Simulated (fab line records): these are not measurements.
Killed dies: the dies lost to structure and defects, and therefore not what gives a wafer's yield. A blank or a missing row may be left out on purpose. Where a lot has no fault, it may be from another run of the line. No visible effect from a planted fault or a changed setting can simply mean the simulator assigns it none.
The tool behind it: which one? ; flow rit cmos ; 15 lots with 45 wafers sampled at 2 steps, on a route of 202 steps

== WHAT THE GAUGES SHOWED, per wafer ==
The record lacks any reading of a measuring or inspecting step that a usual standard deviation could be used to judge.

== EACH LOT AND THE TOOL THAT RAN IT (in order: tool; ch and the chambers of the sampled wafers; start) ==
lot;RIT_SILICIDE_WET_ETCH_00;RIT_M1_PROBE_99
L540;wet bench-01 ch 0, day 3 19:08;-
L541;wet bench-03 ch 2, day 4 03:30;-
L543;wet bench-03 ch 2, day 4 14:37;-
L545;wet bench-03 ch 0, day 4 23:49;-
L546;wet bench-03 ch 0, day 5 02:23;prober-02, day 5 09:28
L548;wet bench-01 ch 0, day 5 15:15;prober-01, day 5 22:15
L549;wet bench-04 ch 1, day 5 20:43;prober-02, day 6 03:45
L551;wet bench-01 ch 0, day 6 05:51;prober-02, day 6 13:01
L552;wet bench-01 ch 2, day 6 07:28;prober-01, day 6 14:44
L553;wet bench-01 ch 0, day 6 13:04;prober-02, day 6 20:05
L556;wet bench-01 ch 2, day 7 06:04;-
L557;wet bench-03 ch 2, day 7 08:37;-
L558;wet bench-04 ch 0, day 7 15:07;-
L559;wet bench-03 ch 3, day 7 21:04;-
L560;wet bench-01 ch 1, day 7 22:41;prober-01, day 8 05:57
- RIT_SILICIDE_WET_ETCH_00: etches SiO2 in BOE, target depth 14 nm, time 15 s.
- RIT_M1_PROBE_99

== AS READ BY THE TOOLS THEMSELVES (means over the sampled wafers that have a number; for cases with no such wafer, the mark the record gives instead) ==
RIT_SILICIDE_WET_ETCH_00.
lot;tool;bath heat duty pct (%);temp c (C)
L540;wet bench-01;2.2;21.52
L541;wet bench-03;1.4;21.42
L543;wet bench-03;1.5;21.59
L545;wet bench-03;1.7;21.56
L546;wet bench-03;1.7;21.52
L548;wet bench-01;1.8;21.50
L549;wet bench-04;1.2;21.57
L551;wet bench-01;-;-
L552;wet bench-01;-;-
L553;wet bench-01;-;-
L556;wet bench-01;2.1;21.53
L557;wet bench-03;1.6;21.49
L558;wet bench-04;2.1;21.60
L559;wet bench-03;1.4;21.52
L560;wet bench-01;1.7;21.37

RIT_M1_PROBE_99.
lot;tool;killed_at_M0_to_M3;killed at contacts;killed at front end;killed dies;killed on rim;killed open;killed short
L546;prober-02;0.0;0.0;5.0;5.0;1.0;3.7;1.3
L548;prober-01;0.0;0.3;9.3;9.7;3.0;6.7;3.0
L549;prober-02;0.0;0.0;8.7;8.7;2.3;3.0;5.7
L551;prober-02;0.0;0.0;264.0;264.0;70.0;2.7;4.0
L552;prober-01;0.0;0.0;264.0;264.0;70.0;3.7;4.7
L553;prober-02;0.3;0.0;263.7;264.0;70.0;4.3;4.7
L560;prober-01;0.0;0.0;5.7;5.7;1.7;3.0;2.7

== THE ANSWER, worked out from the rows above alone ==
Rule: the usual values come from the lots themselves. The widest of any qualifying gaps counts: lots, ordered by their means at a reading, are off when they make up no more than a third of the lots, leave a main group of 4 or more, and stand apart from it by 3 or more times the standard deviation of that group's means. A main group whose means are all the same, to the digits that the tables above print for the reading, isn't used. Also off: a lot with no number at a reading for which 4 or more lots have one. Where the step has rows for the other lots, those lots are counted as sound. After the gauges, taken in route order, come the tools' own readings; for these a lot's mean is taken, as printed above. At the first step where some lot is off, the reading lying furthest off is the one used; lots without a number count as furthest.
Off: L551, L552, L553 (RIT_SILICIDE_WET_ETCH_00, bath heat duty pct). Without a number there: L551, L552, L553. Mean 1.7 % and standard deviation 0.3 in the main group.
A tool fits if, at that step or a process step before it, it ran every lot that is off, and no sound lot after the first of them. No candidate that was tried fits.

== WHAT THE SIMULATOR PUT IN ==
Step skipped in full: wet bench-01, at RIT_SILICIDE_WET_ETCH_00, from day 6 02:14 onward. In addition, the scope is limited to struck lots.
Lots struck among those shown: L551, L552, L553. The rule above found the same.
